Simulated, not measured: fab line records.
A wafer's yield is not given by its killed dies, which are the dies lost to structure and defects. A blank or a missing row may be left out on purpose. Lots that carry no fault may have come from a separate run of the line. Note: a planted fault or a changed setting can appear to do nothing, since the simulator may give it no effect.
The tool behind it: which one?	flow rit-cmos	Sampling: 14 lots, 42 wafers, 2 of 202 route steps

## WHAT THE GAUGES SHOWED, per wafer
RIT_FOX1_THK_MEAS_01. Usual: FOX1_OXIDE_THK typically reads 345 nm, with standard deviation 6.
lot	measured	on	FOX1_OXIDE_THK (nm)	flag
L290	day 1 18:59	film-metro-04	340 345 340	
L291	day 2 00:12	film-metro-03	348 347 348	
L292	day 2 03:01	film-metro-03	344 345 348	
L294	day 2 12:56	film-metro-03	357 357 356	
L295	day 2 20:06	film-metro-01	438 441 437	OFF
L298	day 3 09:28	film-metro-03	351 348 344	
L300	day 3 19:56	film-metro-04	430 426 425	OFF
L303	day 4 09:58	film-metro-03	348 342 343	
L304	day 4 15:20	film-metro-03	340 340 343	
L306	day 5 00:58	film-metro-01	346 346 346	
L307	day 5 05:57	film-metro-03	339 343 343	
L311	day 6 05:13	film-metro-04	357 353 354	
L312	day 6 09:33	film-metro-03	347 345 346	
L313	day 6 14:05	film-metro-01	342 335 348	

## WHAT TOOL EACH LOT RAN ON (gives the tool, then ch and the chambers of the sampled wafers, and finally the start)
lot	RIT_FOX1_OXIDATION_00
L290	furnace-04 ch 0, day 1 17:40
L291	furnace-04 ch 0, day 1 22:53
L292	furnace-03 ch 0, day 2 01:41
L294	furnace-01 ch 0, day 2 11:37
L295	furnace-03 ch 0, day 2 18:47
L298	furnace-01 ch 0, day 3 08:08
L300	furnace-03 ch 0, day 3 18:37
L303	furnace-04 ch 0, day 4 08:39
L304	furnace-01 ch 0, day 4 14:01
L306	furnace-04 ch 0, day 4 23:38
L307	furnace-04 ch 0, day 5 04:38
L311	furnace-03 ch 0, day 6 03:53
L312	furnace-03 ch 0, day 6 08:13
L313	furnace-01 ch 0, day 6 12:47
- RIT_FOX1_OXIDATION_00: target thk 350.7 nm, ox time 1130 s.

## AS READ BY THE TOOLS THEMSELVES (means over the sampled wafers that have a number; for cases with no such wafer, the mark the record gives instead)
RIT_FOX1_OXIDATION_00. Usual: tube_center_temp_C_max reads 1102.8 (standard deviation 0.52).
lot	tool	tube_center_temp_C_max	flag
L290	furnace-04	1102.8	
L291	furnace-04	1102.4	
L292	furnace-03	1103.5	
L294	furnace-01	1102.9	
L295	furnace-03	1103.1	
L298	furnace-01	1102.5	
L300	furnace-03	1102.6	
L303	furnace-04	1103.1	
L304	furnace-01	1102.7	
L306	furnace-04	1102.9	
L307	furnace-04	1102.7	
L311	furnace-03	1103.2	
L312	furnace-03	1103.0	
L313	furnace-01	1102.8	

## THE ANSWER, worked out from the rows above alone
Rule: take the mean of a lot's wafers that have a number; if it is more than 3 standard deviations from the usual mean, the lot is off. A lot without any number at a reading at which 4 lots or more have one is off too. The other lots that the step has rows for count as sound. The gauges are gone through in route order, then the tools' own readings, and for those a lot's mean is taken as printed above. At the first step where some lot is off, the reading lying furthest off is the one used; lots without a number count as furthest.
Off: at RIT_FOX1_THK_MEAS_01 (FOX1_OXIDE_THK), L295, L300.
If a tool, at a process step before that reading, ran all the lots that are off and no sound lot after the first of them, it fits. Gauges at RIT_FOX1_THK_MEAS_01: tried the same way as those tools. None of those tried fits.

## WHAT THE SIMULATOR PUT IN
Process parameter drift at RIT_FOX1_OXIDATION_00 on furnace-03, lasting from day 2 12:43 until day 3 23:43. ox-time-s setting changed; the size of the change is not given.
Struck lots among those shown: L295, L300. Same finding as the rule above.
